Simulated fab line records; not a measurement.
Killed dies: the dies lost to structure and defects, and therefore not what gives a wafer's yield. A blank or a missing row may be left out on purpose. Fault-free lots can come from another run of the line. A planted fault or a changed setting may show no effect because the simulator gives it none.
fab line records    flow rit_cmos
[record] lots = 14  wafers = 42  last_day = 8
route steps=202 shown SILICIDE@162 M1@202
lots that met no fault: taken from a fault-free run of the same line
start_h: start of the lot's first displayed wafer, in hours after the record's first day    wait_h: how many hours have passed since the lot's step before this one    " unchanged from the row above    L1.1+2: a row that stands for several wafers    - either no value or no given start    * or withheld: withheld    < > ~ a bound
route shown NAME@n: a module of which the file shows steps, and the number in the route of the first    usual: average and standard deviation across the fault-free wafers    same: alike in all rows    chamber/n: place in a boat    sites: per-site readings    _std_site: standard deviation of those values    _edge_site: outer sites' mean less inner sites'    radius_mm: for every site, how far away it sits from the centre of the wafer    mask NAME#n: copy n    behind: the most recent tool/chamber to have shaped the wafer    hold: why the lot went on hold/how many hours it stayed there/how the hold came to an end    device: the transistor (n, p or np) that didn't switch    end of line: tests of these same wafers at the route's end    for a step that has no rows: nothing shown but its recipe    killed: not the wafer's yield, but the dies lost to structure and defects at the first sort    map: shows each die of a wafer: x if killed, . if not, _ if none is there
set.NAME: setting as actually run; set.NAME@STEP: the setting as run at that earlier step    model.NAME: the simulator's own value behind a step, which no gauge read
one table for each step of the route and one row for each wafer, over a sample of lots
services: from which hour (start_h, from the record's first day; less than 0 if before it) a tool's chamber was out of use, for how many hours, and why
[[steps]]
[step RIT_SILICIDE_SPUTTER_01]
[recipe] material = Ti  target_thk_nm = 30  power_w = 350  chamber_pressure_pa = 0.667  gas = Ar  time_s = 240  substrate_temp_c = 25
[usual] throttle_valve_pct = 29.6/1
lot.wafer  tool            chamber  start_h  wait_h  throttle_valve_pct
L274.2     pvd_sputter-04  -        60.45    0.0     29.8
L274.5     "               -        "        "       27.7
L274.6     "               -        "        "       29.7
L275.1     pvd_sputter-02  -        62.58    0.0     32.6
L275.4     "               -        "        "       29.7
L275.6     "               -        "        "       30.4
L277.2     pvd_sputter-03  -        71.81    0.0     29.0
L277.3     "               -        "        "       30.9
L277.6     "               -        "        "       29.1
L278.1     pvd_sputter-04  -        77.20    0.0     29.5
L278.2     "               -        "        "       29.7
L278.6     "               -        "        "       27.5
L279.2     pvd_sputter-03  -        81.75    0.0     30.7
L279.4     "               -        "        "       29.9
L279.6     "               -        "        "       29.2
L280.1     pvd_sputter-04  -        85.48    0.0     27.7
L280.4     "               -        "        "       29.8
L280.6     "               -        "        "       29.6
L281.1     pvd_sputter-03  -        90.95    0.0     29.2
L281.4     "               -        "        "       29.5
L281.6     "               -        "        "       28.7
L284.1     pvd_sputter-04  -        104.32   0.0     27.9
L284.2     "               -        "        "       29.6
L284.4     "               -        "        "       29.7
L285.1     pvd_sputter-03  -        110.35   0.0     29.9
L285.2     "               -        "        "       30.8
L285.6     "               -        "        "       29.8
L289.1     pvd_sputter-03  -        131.18   0.0     29.0
L289.2     "               -        "        "       29.7
L289.6     "               -        "        "       30.8
L291.1     pvd_sputter-03  -        138.03   0.0     29.8
L291.4     "               -        "        "       28.9
L291.6     "               -        "        "       30.8
L292.1     pvd_sputter-02  -        143.73   0.0     29.6
L292.3     "               -        "        "       29.9
L292.5     "               -        "        "       30.4
L295.2     pvd_sputter-02  -        160.05   0.0     30.1
L295.4     "               -        "        "       29.3
L295.6     "               -        "        "       30.1
L297.1     pvd_sputter-02  -        172.85   0.0     30.4
L297.3     "               -        "        "       30.4
L297.6     "               -        "        "       30.2
[step RIT_M1_PROBE_99]
[usual] killed_at_M0_to_M3 = 0.0/0.083  killed_at_contacts = 0.1/0.31  killed_at_front_end = 6.3/2.7  killed_dies = 6.4/2.7  killed_on_rim = 1.7/1.4  killed_open = 3.3/2  killed_short = 3/1.8
[same] gross_dies = 264  killed_at_M4_up = 0  killed_at_back_side = 0  killed_at_other = 0
lot.wafer  tool       chamber  start_h  wait_h  killed_at_M0_to_M3  killed_at_contacts  killed_at_front_end  killed_dies  killed_on_rim  killed_open  killed_short
L289.1     prober-01  -        138.09   0.1     1                   0                   8                    9            2              4            5
L289.2     prober-01  -        138.14   0.1     0                   0                   26                   26           11             2            3
L289.6     prober-01  -        138.34   0.2     0                   0                   5                    5            0              3            2
L291.1     prober-01  -        144.80   0.1     0                   0                   18                   18           9              0            1
L291.4     prober-01  -        144.95   0.2     0                   0                   7                    7            1              3            2
L291.6     prober-01  -        145.05   0.2     0                   1                   4                    5            1              2            3
L292.1     prober-02  -        150.63   0.1     0                   0                   5                    5            1              3            1
L292.3     prober-02  -        150.73   0.2     0                   1                   9                    10           2              4            6
L292.5     prober-02  -        150.83   0.2     0                   0                   3                    3            1              1            2
// killed by level:class
L289.1 FOX1:geometric_particle:short=2 REOX:geometric_particle:open=2 SPACER:geometric_particle:short=2 FOX1:geometric_particle:open=1 GATE:geometric_particle:short=1 M1:geometric_particle:open=1
L289.2 SILICIDE:unspecified=20 GATE:geometric_particle:short=2 GATE:geometric_particle:open=1 REOX:geometric_particle:open=1 SILICIDE:geometric_particle:short=1 NRETRO:coat_microbubble_printed=1
L289.6 FOX2:geometric_particle:open=2 GATE:geometric_particle:short=2 FOX1:geometric_particle:open=1
L291.1 SILICIDE:unspecified=16 FOX1:geometric_particle:short=1 NWELL:coat_microbubble_printed=1
L291.4 REOX:geometric_particle:open=3 NWELL:coat_microbubble_printed=2 GATE:geometric_particle:short=1 REOX:geometric_particle:short=1
L291.6 FOX1:geometric_particle:short=1 GATE:geometric_particle:open=1 REOX:geometric_particle:open=1 REOX:geometric_particle:short=1 CONTACT:geometric_particle:short=1
L292.1 REOX:geometric_particle:open=1 SPACER:geometric_particle:open=1 SILICIDE:geometric_particle:short=1 SILICIDE:geometric_particle:open=1 GATE:coat_microbubble_printed=1
L292.3 SILICIDE:geometric_particle:short=3 GATE:geometric_particle:open=2 REOX:geometric_particle:open=2 FOX1:geometric_particle:short=1 GATE:geometric_particle:short=1 CONTACT:geometric_particle:short=1
L292.5 FOX1:geometric_particle:short=1 GATE:geometric_particle:open=1 REOX:geometric_particle:short=1
[[services]]
tool            chamber  start_h  hours  kind
pvd_sputter-04  -        62.21    2.7    repair
pvd_sputter-04  -        147.69   5.4    repair
pvd_sputter-04  -        170.88   2.0    repair
[[key]]
[first_sign] step = RIT_M1_PROBE_99  reading = killed_dies  direction = up  sigmas = 5.8  usual = 6.4  struck = 22
[effect] step = RIT_M1_PROBE_99  reading = killed_at_front_end  direction = up  sigmas = 5.8  usual = 6.3  struck = 22
met_at RIT_SILICIDE_SPUTTER_01
struck_lots L289,L291
struck_wafers L289.2,L291.1
tester_left_out L289,L291
onset_between 110.35 131.18
[fault] kind = chamber_particle_source  tool = pvd_sputter-03  chamber = -  onset_h = 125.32  steps = RIT_SILICIDE_SPUTTER_01  rate_per_visit_cm2 = 1.5271  end_h = 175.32  scope = struck_wafers_only
// tester_left_out: of these lots the tester's yield and bins aren't shown, on N5 and GAA mostly nor the transistor test; their killed dies are dies lost to structure and defects alone, not to doping, threshold or leakage, so they don't give the yield
